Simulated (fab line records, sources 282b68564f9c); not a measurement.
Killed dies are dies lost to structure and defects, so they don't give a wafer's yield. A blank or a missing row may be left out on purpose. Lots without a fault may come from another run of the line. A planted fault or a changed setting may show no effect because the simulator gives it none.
fab line records | flow rit_cmos | part 1 of 2: steps 1 to 26 of 27
record lots=5 wafers=23
route steps=202 shown ACTIVE@2 FOX2@23 NRETRO@55 PRETRO@65 GATE@79 NSD@139 M1@202
start_h: hours from the record's first day to the start of the lot's first wafer shown | wait_h: hours since the lot's step before | " the same as in the row above | L1.1+2: a row that stands for several wafers | - no value, or no start given | * or withheld: withheld | < > ~ a bound
route shown NAME@n: a module of which the file shows steps, and the number in the route of the first | usual: mean/standard deviation of fault-free wafers | same: alike in all rows | chamber/n: place in a boat | sites: the reading at each site | _std_site: their standard deviation | _edge_site: outer sites' mean less inner sites' | radius_mm: how far each site lies from the wafer's centre | mask NAME#n: copy n | behind: the tool/chamber that last shaped the wafer | hold: why the lot was held/for how many hours/how that ended | device: the transistor (n, p or np) that didn't switch | end of line: the same wafers' tests at the end of the route | a step without rows: its recipe alone | killed: dies lost to structure and defects at the first sort, not the wafer's yield | map: a wafer's dies, x killed, . not, _ none there
set.NAME: the setting as run; set.NAME@STEP: as run at that earlier step | model.NAME: the simulator's own value behind a step, which no gauge read
lots whose settings were changed on purpose; a table a step, a row a wafer
## steps
# step RIT_ACTIVE_OXIDATION_01
# recipe temp_c=1000 ambient=O2 target_thk_a=468 ox_time_s=3360
# columns lot.wafer tool chamber start_h wait_h set.temp_c model.SiO2_of_ACTIVE_OXIDATION_01.thk_nm
L076.1 - - - 1.7 1018 54.95
L076.2 " - " " 1018 55.52
L076.3 " - " " 1018 55.93
L076.5 " - " " 1018 55.55
L076.6 " - " " 1018 55.91
L078.1 - - - 0.1 970.4 36.18
L078.2 " - " " 970.4 35.96
L078.3 " - " " 970.4 35.88
L078.5 " - " " 970.4 34.35
L078.6 " - " " 970.4 36.14
L079.1 - - - 0.9 1010 51.9
L079.3 " - " " 1010 52.8
L079.4 " - " " 1010 51.87
L079.5 " - " " 1010 52.4
L079.6 " - " " 1010 52.18
L084.2+4 furnace-01 0 60.12 0.1 1000 46.2
L084.5 " 0 " " 1000 46.34
L085.1 - - - 2.0 1013 52.03
L085.2 " - " " 1013 52.77
L085.3 " - " " 1013 52.57
L085.4 " - " " 1013 53.03
L085.5 " - " " 1013 53
# step RIT_ACTIVE_THK_MEAS_02
# recipe reads=SiO2_of_ACTIVE_OXIDATION_01
# usual ACTIVE_OXIDE_THK=46.6/0.81
# columns lot.wafer tool chamber start_h wait_h set.temp_c@ACTIVE_OXIDATION_01 ACTIVE_OXIDE_THK[nm]
L076.1 film_metro-02 - - - 1018 55.0
L076.2 " - " " 1018 55.5
L076.3 " - " " 1018 55.9
L076.5 " - " " 1018 55.5
L076.6 " - " " 1018 56.0
L078.1 film_metro-02 - - - 970.4 36.2
L078.2 " - " " 970.4 35.9
L078.3 " - " " 970.4 35.9
L078.5 " - " " 970.4 34.4
L078.6 " - " " 970.4 36.2
L079.1 film_metro-02 - - - 1010 51.9
L079.3 " - " " 1010 52.8
L079.4 " - " " 1010 51.9
L079.5 " - " " 1010 52.4
L079.6 " - " " 1010 52.2
L084.2 film_metro-03 - 62.06 0.0 1000 46.2
L084.4 " - " " 1000 46.2
L084.5 " - " " 1000 46.4
L085.1 film_metro-03 - - - 1013 52.0
L085.2 " - " " 1013 52.8
L085.3 " - " " 1013 52.6
L085.4 " - " " 1013 53.0
L085.5 " - " " 1013 53.0
# step RIT_FOX2_OXIDATION_00
# recipe temp_c=1100 ambient=H2O target_thk_a=3507 p_h2o_torr=720 ox_time_s=1130
# columns lot.wafer tool chamber start_h wait_h set.temp_c model.SiO2_of_FOX2_OXIDATION_00.thk_nm
L076.1 - - - 0.0 1100 354.3
L076.2 " - " " 1100 354.5
L076.3 " - " " 1100 342
L076.5 " - " " 1100 353.4
L076.6 " - " " 1100 352.9
L078.1 - - - 0.1 1116 377.7
L078.2 " - " " 1116 376.7
L078.3 " - " " 1116 373.8
L078.5 " - " " 1116 365.7
L078.6 " - " " 1116 379.4
L079.1 - - - 0.0 1082 312
L079.3 " - " " 1082 312.2
L079.4 " - " " 1082 311.5
L079.5 " - " " 1082 311.9
L079.6 " - " " 1082 310.8
L084.2 furnace-01 0 70.24 0.6 1100 354.5
L084.4 " 0 " " 1100 360.7
L084.5 " 0 " " 1100 358.1
L085.1 - - - 0.0 1090 334.5
L085.2 " - " " 1090 337.2
L085.3 " - " " 1090 340.3
L085.4 " - " " 1090 343.9
L085.5 " - " " 1090 335.1
# step RIT_FOX2_THK_MEAS_01
# recipe reads=SiO2_of_FOX2_OXIDATION_00
# usual FOX2_OXIDE_THK=350/5
# columns lot.wafer tool chamber start_h wait_h set.temp_c@FOX2_OXIDATION_00 FOX2_OXIDE_THK[nm]
L076.1 film_metro-02 - - - 1100 354
L076.2 " - " " 1100 355
L076.3 " - " " 1100 342
L076.5 " - " " 1100 353
L076.6 " - " " 1100 353
L078.1 film_metro-04 - - - 1116 378
L078.2 " - " " 1116 377
L078.3 " - " " 1116 374
L078.5 " - " " 1116 366
L078.6 " - " " 1116 379
L079.1 film_metro-04 - - - 1082 312
L079.3 " - " " 1082 312
L079.4 " - " " 1082 311
L079.5 " - " " 1082 312
L079.6 " - " " 1082 311
L084.2 film_metro-04 - 71.56 0.0 1100 355
L084.4 " - " " 1100 361
L084.5 " - " " 1100 358
L085.1 film_metro-04 - - - 1090 335
L085.2 " - " " 1090 337
L085.3 " - " " 1090 340
L085.4 " - " " 1090 344
L085.5 " - " " 1090 335
# step RIT_FOX2_CLEAN_02
# recipe chemistry=dHF dilution=50:1 time_s=180
# step RIT_FOX2_WET_ETCH_03
# recipe chemistry=H3PO4 target=Si3N4 target_depth_nm=195 temp_c=165 time_s=2700
# columns lot.wafer tool chamber start_h wait_h set.temp_c@ACTIVE_OXIDATION_01 set.temp_c@FOX2_OXIDATION_00 model.SiO2_of_FOX2_OXIDATION_00.thk_nm model.SiO2_of_ACTIVE_OXIDATION_01.thk_nm
L076.1 wet_bench-04 1 30.10 0.0 1018 1100 327.1 48.81
L076.2 " 1 " " 1018 1100 327.3 49.35
L076.3 " 1 " " 1018 1100 314.7 47.68
L076.5 " 1 " " 1018 1100 326.2 47.3
L076.6 " 1 " " 1018 1100 325.6 49.64
L078.1 wet_bench-01 2 41.10 0.0 970.4 1116 350.5 32.2
L078.2 " 2 " " 970.4 1116 349.6 29.86
L078.3 " 2 " " 970.4 1116 346.6 31.93
L078.5 " 2 " " 970.4 1116 338.5 30.57
L078.6 " 2 " " 970.4 1116 352.2 32.16
L079.1 wet_bench-03 0 44.64 0.0 1010 1082 285.2 46.25
L079.3 " 0 " " 1010 1082 285.3 45
L079.4 " 0 " " 1010 1082 284.6 45.77
L079.5 " 0 " " 1010 1082 285 46.68
L079.6 " 0 " " 1010 1082 283.9 44.44
L084.2 wet_bench-01 1 71.67 0.0 1000 1100 327.2 41.08
L084.4 " 1 " " 1000 1100 333.3 40.95
L084.5 " 1 " " 1000 1100 330.9 39.33
L085.1 wet_bench-01 1 75.33 0.0 1013 1090 307.5 46.09
L085.2 " 1 " " 1013 1090 310.2 45.23
L085.3 " 1 " " 1013 1090 313.3 46.87
L085.4 " 1 " " 1013 1090 316.9 47.2
L085.5 " 1 " " 1013 1090 308.2 47.17
# step RIT_FOX2_THK_MEAS_90
# recipe reads=SiO2_of_FOX2_OXIDATION_00
# usual FIELD_OXIDE_LEFT_1_THK=323/4.9
# columns lot.wafer tool chamber start_h wait_h set.temp_c@FOX2_OXIDATION_00 FIELD_OXIDE_LEFT_1_THK[nm]
L076.1 film_metro-03 - 30.86 0.0 1100 327
L076.2 " - " " 1100 327
L076.3 " - " " 1100 315
L076.5 " - " " 1100 326
L076.6 " - " " 1100 325
L078.1 film_metro-03 - 41.93 0.0 1116 351
L078.2 " - " " 1116 350
L078.3 " - " " 1116 347
L078.5 " - " " 1116 338
L078.6 " - " " 1116 352
L079.1 film_metro-02 - 45.47 0.0 1082 285
L079.3 " - " " 1082 285
L079.4 " - " " 1082 285
L079.5 " - " " 1082 285
L079.6 " - " " 1082 284
L084.2 film_metro-04 - 72.44 0.0 1100 327
L084.4 " - " " 1100 334
L084.5 " - " " 1100 331
L085.1 film_metro-02 - 76.16 0.0 1090 308
L085.2 " - " " 1090 310
L085.3 " - " " 1090 313
L085.4 " - " " 1090 317
L085.5 " - " " 1090 308
# step RIT_NRETRO_SOFTBAKE_02
# recipe resist=NOVOLAK temp_c=90 time_s=60
# columns lot.wafer tool chamber start_h wait_h set.temp_c
L076.1+2+6 litho_track-04 0 41.18 0.1 86.81
L076.3+5 " 0 " " 90
L078.1+2+3+5+6 litho_track-03 0 51.43 0.1 90
L079.1+4+5 litho_track-02 0 55.23 0.1 88.83
L079.3+6 " 0 " " 90
L084.2+4+5 litho_track-03 0 82.70 0.1 90
L085.1+3+5 litho_track-04 0 87.23 0.1 88.11
L085.2+4 " 0 " " 90
# step RIT_NRETRO_EXPOSE_03
# recipe mask_id=M4 na=0.57 target_cd_nm=43900 dose_mj=250
# step RIT_NRETRO_PEB_04
# recipe resist=NOVOLAK temp_c=withheld time_s=withheld
# step RIT_NRETRO_DEVELOP_05
# recipe resist=NOVOLAK develop_time_s=68 dev_temp_c=23
# columns lot.wafer tool chamber start_h wait_h set.temp_c@NRETRO_SOFTBAKE_02 model.NOVOLAK_of_NRETRO_COAT_01.thk_nm
L076.1 litho_track-03 0 - - 86.81 1310
L076.2 " 0 " " 86.81 1304
L076.3 " 0 " " 90 1296
L076.5 " 0 " " 90 1289
L076.6 " 0 " " 86.81 1307
L078.1 litho_track-04 0 - - 90 1287
L078.2+5 " 0 " " 90 1291
L078.3 " 0 " " 90 1289
L078.6 " 0 " " 90 1286
L079.1 litho_track-04 0 - - 88.83 1294
L079.3 " 0 " " 90 1291
L079.4 " 0 " " 88.83 1296
L079.5 " 0 " " 88.83 1292
L079.6 " 0 " " 90 1290
L084.2 litho_track-02 0 - - 90 1294
L084.4 " 0 " " 90 1293
L084.5 " 0 " " 90 1291
L085.1+5 litho_track-03 0 - - 88.11 1293
L085.2 " 0 " " 90 1287
L085.3 " 0 " " 88.11 1294
L085.4 " 0 " " 90 1289
# step RIT_NRETRO_IMPLANT_08
# recipe species=P energy_kev=70 dose_cm2=1e+13 tilt_deg=7
# columns lot.wafer tool chamber start_h wait_h set.energy_kev model.implant.rp_nm model.implant.drp_nm
L076.1+2+3 implanter-01 0 42.17 0.2 71.15 85.79 34.41
L076.5+6 " 0 " " 70 84.36 33.94
L078.1+2+3+5+6 implanter-03 0 52.78 0.2 70 85.26 33.94
L079.1+3+4+5+6 implanter-01 0 56.09 0.2 70 84.38 33.94
L084.2+4+5 implanter-01 0 83.69 0.2 70 87.41 33.94
L085.1+4 implanter-03 0 88.10 0.2 70 85.39 33.94
L085.2+3+5 " 0 " " 67.14 81.81 32.75
# step RIT_PRETRO_COAT_01
# recipe resist=NOVOLAK spin_rpm=2000 resist_thk_nm=1300
# columns lot.wafer tool chamber start_h wait_h set.resist_thk_nm model.NOVOLAK_of_PRETRO_COAT_01.thk_nm
L076.1 litho_track-01 0 42.71 0.1 1361 1359
L076.2 " 0 " " 1300 1299
L076.3 " 0 " " 1300 1304
L076.5 " 0 " " 1300 1302
L076.6 " 0 " " 1361 1362
L078.1 litho_track-04 0 53.38 0.1 1352 1352
L078.2 " 0 " " 1300 1297
L078.3 " 0 " " 1300 1302
L078.5 " 0 " " 1352 1351
L078.6 " 0 " " 1300 1304
L079.1 litho_track-02 0 56.63 0.1 1377 1375
L079.3 " 0 " " 1377 1378
L079.4 " 0 " " 1300 1296
L079.5 " 0 " " 1300 1299
L079.6 " 0 " " 1377 1376
L084.2 litho_track-01 0 84.23 0.1 1300 1298
L084.4+5 " 0 " " 1300 1300
L085.1 litho_track-04 0 88.63 0.1 1300 1296
L085.2 " 0 " " 1300 1297
L085.3 " 0 " " 1300 1302
L085.4 " 0 " " 1366 1362
L085.5 " 0 " " 1366 1364
# step RIT_PRETRO_SOFTBAKE_02
# recipe resist=NOVOLAK temp_c=90 time_s=60
# step RIT_PRETRO_EXPOSE_03
# recipe mask_id=M5 na=0.57 target_cd_nm=43700 dose_mj=250
# step RIT_PRETRO_DEVELOP_05
# recipe resist=NOVOLAK develop_time_s=68 dev_temp_c=23
# step RIT_PRETRO_HARDBAKE_07
# recipe resist=NOVOLAK temp_c=140 time_s=120
# columns lot.wafer tool chamber start_h wait_h set.resist_thk_nm@PRETRO_COAT_01 model.NOVOLAK_of_PRETRO_COAT_01.thk_nm
L076.1 litho_track-01 0 43.60 0.0 1361 1188
L076.2 " 0 " " 1300 1136
L076.3 " 0 " " 1300 1141
L076.5 " 0 " " 1300 1139
L076.6 " 0 " " 1361 1191
L078.1 litho_track-02 0 54.30 0.0 1352 1182
L078.2 " 0 " " 1300 1134
L078.3 " 0 " " 1300 1138
L078.5 " 0 " " 1352 1180
L078.6 " 0 " " 1300 1140
L079.1 litho_track-04 0 57.52 0.0 1377 1201
L079.3 " 0 " " 1377 1205
L079.4 " 0 " " 1300 1133
L079.5 " 0 " " 1300 1136
L079.6 " 0 " " 1377 1203
L084.2 litho_track-04 0 85.13 0.1 1300 1135
L084.4+5 " 0 " " 1300 1137
L085.1 litho_track-01 0 89.40 0.0 1300 1133
L085.2 " 0 " " 1300 1134
L085.3 " 0 " " 1300 1138
L085.4 " 0 " " 1366 1190
L085.5 " 0 " " 1366 1192
# step RIT_GATE_CLEAN_04
# recipe chemistry=dHF dilution=50:1 time_s=60 dry=n2_spin
# columns lot.wafer tool chamber start_h wait_h set.time_s
L076.1+2+3+5+6 - - - 0.0 54.2
L078.1+2+3+5+6 - - - 0.0 66.98
L079.1+3+4+5+6 - - - 0.0 60
L084.2+4+5 wet_bench-03 3 86.25 0.0 60
L085.1+2+3+4+5 - - - 0.0 64.82
# step RIT_FOX2_THK_MEAS_91
# recipe reads=SiO2_of_FOX2_OXIDATION_00
# usual FIELD_OXIDE_LEFT_2_THK=255/4.9
# columns lot.wafer tool chamber start_h wait_h set.temp_c@FOX2_OXIDATION_00 FIELD_OXIDE_LEFT_2_THK[nm]
L076.1 film_metro-02 - - - 1100 260
L076.2 " - " " 1100 260
L076.3 " - " " 1100 248
L076.5 " - " " 1100 259
L076.6 " - " " 1100 259
L078.1 film_metro-04 - - - 1116 283
L078.2 " - " " 1116 282
L078.3 " - " " 1116 280
L078.5 " - " " 1116 272
L078.6 " - " " 1116 285
L079.1 film_metro-04 - - - 1082 217
L079.3 " - " " 1082 217
L079.4 " - " " 1082 217
L079.5 " - " " 1082 217
L079.6 " - " " 1082 216
L084.2 film_metro-02 - 86.28 0.0 1100 258
L084.4 " - " " 1100 265
L084.5 " - " " 1100 262
L085.1 film_metro-04 - - - 1090 240
L085.2 " - " " 1090 242
L085.3 " - " " 1090 245
L085.4 " - " " 1090 249
L085.5 " - " " 1090 240
# step RIT_GATE_DEVELOP_15
# recipe resist=NOVOLAK develop_time_s=50 dev_temp_c=23
# columns lot.wafer tool chamber start_h wait_h set.develop_time_s
L076.1+5+6 litho_track-03 0 - - 50
L076.2+3 " 0 " " 43.73
L078.1+2 litho_track-01 0 - - 50
L078.3+5+6 " 0 " " 43.35
L079.1+3 litho_track-04 0 - - 50
L079.4+5+6 " 0 " " 44.14
L084.2+4+5 litho_track-04 0 - - 50
L085.1+2 litho_track-03 0 - - 50
L085.3+4+5 " 0 " " 44.07
# step RIT_GATE_CD_MEAS_16
# recipe target_cd_nm=150
# usual cd_nm=149.3/2.9
# columns lot.wafer tool chamber start_h wait_h set.develop_time_s@GATE_DEVELOP_15 cd_nm
L076.1 cd_sem-01 - 48.90 - 50 145.9
L076.2 " - " " 43.73 171.2
L076.3 " - " " 43.73 171.3
L076.5 " - " " 50 147.3
L076.6 " - " " 50 148.8
L078.1 cd_sem-02 - 61.90 - 50 147.7
L078.2 " - " " 50 149.1
L078.3 " - " " 43.35 176.2
L078.5 " - " " 43.35 172.8
L078.6 " - " " 43.35 175.1
L079.1 cd_sem-01 - 62.76 - 50 146.3
L079.3 " - " " 50 144.3
L079.4 " - " " 44.14 166.6
L079.5 " - " " 44.14 166.4
L079.6 " - " " 44.14 166.2
L084.2 cd_sem-01 - 91.12 - 50 151.1
L084.4 " - " " 50 153.3
L084.5 " - " " 50 154.4
L085.1 cd_sem-01 - 96.17 - 50 152.6
L085.2 " - " " 50 152.0
L085.3 " - " " 44.07 175.5
L085.4 " - " " 44.07 175.8
L085.5 " - " " 44.07 175.4
# step RIT_GATE_HARDBAKE_18
# recipe resist=NOVOLAK temp_c=140 time_s=60
# step RIT_GATE_ETCH_19
# recipe chemistry=SF6/CHF3/O2 time_s=165 SF6_flow_sccm=30 CHF3_flow_sccm=30 O2_flow_sccm=5 target=poly-Si pressure_mtorr=40 rf_w=160 target_depth_a=3125 over_etch_frac=0.25 stop_on=SiO2
# columns lot.wafer tool chamber start_h wait_h set.develop_time_s@GATE_DEVELOP_15 model.GATE.cd_nm
L076.1 rie_si-01 3 49.20 0.1 50 145.8
L076.2 " 1 " " 43.73 171.8
L076.3 " 0 " " 43.73 171.3
L076.5 " 1 " " 50 147.4
L076.6 " 0 " " 50 148.8
L078.1 rie_si-01 0 62.20 0.1 50 147.9
L078.2 " 2 " " 50 149.1
L078.3 " 3 " " 43.35 176.3
L078.5 " 0 " " 43.35 173
L078.6 " 3 " " 43.35 175.4
L079.1 rie_si-01 2 63.06 0.1 50 146
L079.3 " 0 " " 50 144.4
L079.4+5 " 3,2 " " 44.14 166.3
L079.6 " 1 " " 44.14 166.8
L084.2 rie_si-02 2 91.40 0.1 50 150.9
L084.4 " 3 " " 50 153.2
L084.5 " 1 " " 50 154.3
L085.1 rie_si-01 0 96.47 0.1 50 152.8
L085.2 " 1 " " 50 152
L085.3 " 3 " " 44.07 175.7
L085.4 " 2 " " 44.07 175.2
L085.5 " 3 " " 44.07 175.5
# step RIT_GATE_STRIP_20
# recipe chemistry=O2 time_s=180 resist=NOVOLAK platen_temp_c=withheld power_w=500 pressure_mtorr=4000 o2_flow_sccm=4000
# columns lot.wafer tool chamber start_h wait_h set.o2_flow_sccm
L076.1+3+6 plasma_asher-03 0,1,0 49.31 0.1 4264
L076.2+5 " 1 " " 4000
L078.1+2+5 plasma_asher-04 1,0,1 62.31 0.1 4000
L078.3+6 " 1,0 " " 3625
L079.1+3+4 plasma_asher-03 0,1,0 63.17 0.1 3639
L079.5+6 " 0,1 " " 4000
L084.2+4+5 plasma_asher-04 0,1,0 91.51 0.1 4000
L085.1+2+3+4+5 plasma_asher-01 0,1,0,1,1 96.58 0.1 4000
# step RIT_GATE_CD_MEAS_90
# recipe target_cd_nm=150
# usual cd_nm=149.3/2.9
# columns lot.wafer tool chamber start_h wait_h set.develop_time_s@GATE_DEVELOP_15 cd_nm
L076.1 cd_sem-02 - 49.49 0.1 50 146.0
L076.2 " - " " 43.73 172.1
L076.3 " - " " 43.73 171.2
L076.5 " - " " 50 147.5
L076.6 " - " " 50 148.8
L078.1 cd_sem-02 - 62.49 0.1 50 148.0
L078.2 " - " " 50 149.1
L078.3 " - " " 43.35 176.2
L078.5 " - " " 43.35 173.1
L078.6 " - " " 43.35 175.1
L079.1 cd_sem-02 - 63.34 0.1 50 146.1
L079.3 " - " " 50 144.3
L079.4 " - " " 44.14 166.4
L079.5 " - " " 44.14 166.3
L079.6 " - " " 44.14 167.3
L084.2 cd_sem-02 - 91.71 0.1 50 150.8
L084.4 " - " " 50 153.0
L084.5 " - " " 50 154.3
L085.1 cd_sem-01 - 96.76 0.1 50 152.6
L085.2 " - " " 50 151.8
L085.3 " - " " 44.07 175.6
L085.4 " - " " 44.07 175.5
L085.5 " - " " 44.07 175.7
# step RIT_NSD_IMPLANT_08
# recipe species=P energy_kev=25 dose_cm2=1e+15 tilt_deg=7
# columns lot.wafer tool chamber start_h wait_h set.energy_kev model.implant.rp_nm model.implant.drp_nm
L076.1+2+6 implanter-01 0 60.19 0.1 26.34 33.39 15.31
L076.3+5 " 0 " " 25 32.23 14.84
L079.1+3+4+5+6 implanter-01 0 75.18 0.1 25 33.07 14.84
L078.1+5 implanter-01 0 75.71 0.1 25 31.87 14.84
L078.2+3+6 " 0 " " 25.46 32.27 15
L084.2+4+5 implanter-03 0 103.87 0.1 25 33.41 14.84
L085.1+3 implanter-01 0 108.59 0.1 24.57 31.24 14.68
L085.2+4+5 " 0 " " 25 31.61 14.84
## key
split step=RIT_ACTIVE_OXIDATION_01 setting=temp_c stated=1000 by=lot
response step=RIT_ACTIVE_OXIDATION_01 reading=model.SiO2_of_ACTIVE_OXIDATION_01.thk_nm change=+4.13 per=1% r=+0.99
response step=RIT_ACTIVE_THK_MEAS_02 reading=ACTIVE_OXIDE_THK change=+4.13 per=1% r=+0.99
response step=RIT_FOX2_WET_ETCH_03 reading=model.SiO2_of_ACTIVE_OXIDATION_01.thk_nm change=+3.61 per=1% r=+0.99
split step=RIT_FOX2_OXIDATION_00 setting=temp_c stated=1100 by=lot
response step=RIT_FOX2_OXIDATION_00 reading=model.SiO2_of_FOX2_OXIDATION_00.thk_nm change=+19.5 per=1% r=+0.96
response step=RIT_FOX2_THK_MEAS_01 reading=FOX2_OXIDE_THK change=+19.5 per=1% r=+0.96
response step=RIT_FOX2_WET_ETCH_03 reading=model.SiO2_of_FOX2_OXIDATION_00.thk_nm change=+19.4 per=1% r=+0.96
response step=RIT_FOX2_THK_MEAS_90 reading=FIELD_OXIDE_LEFT_1_THK change=+19.4 per=1% r=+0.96
response step=RIT_FOX2_THK_MEAS_91 reading=FIELD_OXIDE_LEFT_2_THK change=+19.8 per=1% r=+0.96
split step=RIT_NRETRO_SOFTBAKE_02 setting=temp_c stated=90 by=wafer
response step=RIT_NRETRO_DEVELOP_05 reading=model.NOVOLAK_of_NRETRO_COAT_01.thk_nm change=-3.5 per=1% r=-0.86
split step=RIT_NRETRO_IMPLANT_08 setting=energy_kev stated=70 by=wafer
response step=RIT_NRETRO_IMPLANT_08 reading=model.implant.rp_nm change=+0.876 per=1% r=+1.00
response step=RIT_NRETRO_IMPLANT_08 reading=model.implant.drp_nm change=+0.289 per=1% r=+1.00
split step=RIT_PRETRO_COAT_01 setting=resist_thk_nm stated=1300 by=wafer
response step=RIT_PRETRO_COAT_01 reading=model.NOVOLAK_of_PRETRO_COAT_01.thk_nm change=+12.9 per=1% r=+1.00
response step=RIT_PRETRO_HARDBAKE_07 reading=model.NOVOLAK_of_PRETRO_COAT_01.thk_nm change=+11.1 per=1% r=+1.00
split step=RIT_GATE_CLEAN_04 setting=time_s stated=60 by=lot
response none clear
split step=RIT_GATE_DEVELOP_15 setting=develop_time_s stated=50 by=wafer
response step=RIT_GATE_CD_MEAS_16 reading=cd_nm change=-1.92 per=1% r=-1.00
response step=RIT_GATE_ETCH_19 reading=model.GATE.cd_nm change=-1.93 per=1% r=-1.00
response step=RIT_GATE_CD_MEAS_90 reading=cd_nm change=-1.93 per=1% r=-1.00
response step=RIT_M1_PROBE_99 reading=model.etest.pmos_0p3.r_on_ohm_um change=-45.1 per=1% r=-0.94
response step=RIT_M1_PROBE_99 reading=model.etest.pmos_0p15.r_on_ohm_um change=-43.9 per=1% r=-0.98
response step=RIT_M1_PROBE_99 reading=model.etest.pmos_turned.r_on_ohm_um change=-42 per=1% r=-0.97
response step=RIT_M1_PROBE_99 reading=model.etest.nmos_0p3.r_on_ohm_um change=-13.3 per=1% r=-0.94
response step=RIT_M1_PROBE_99 reading=model.etest.nmos_0p15.r_on_ohm_um change=-13.2 per=1% r=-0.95
split step=RIT_GATE_STRIP_20 setting=o2_flow_sccm stated=4000 by=wafer
response none clear
split step=RIT_NSD_IMPLANT_08 setting=energy_kev stated=25 by=wafer
response step=RIT_NSD_IMPLANT_08 reading=model.implant.rp_nm change=+0.216 per=1% r=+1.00
response step=RIT_NSD_IMPLANT_08 reading=model.implant.drp_nm change=+0.0887 per=1% r=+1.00
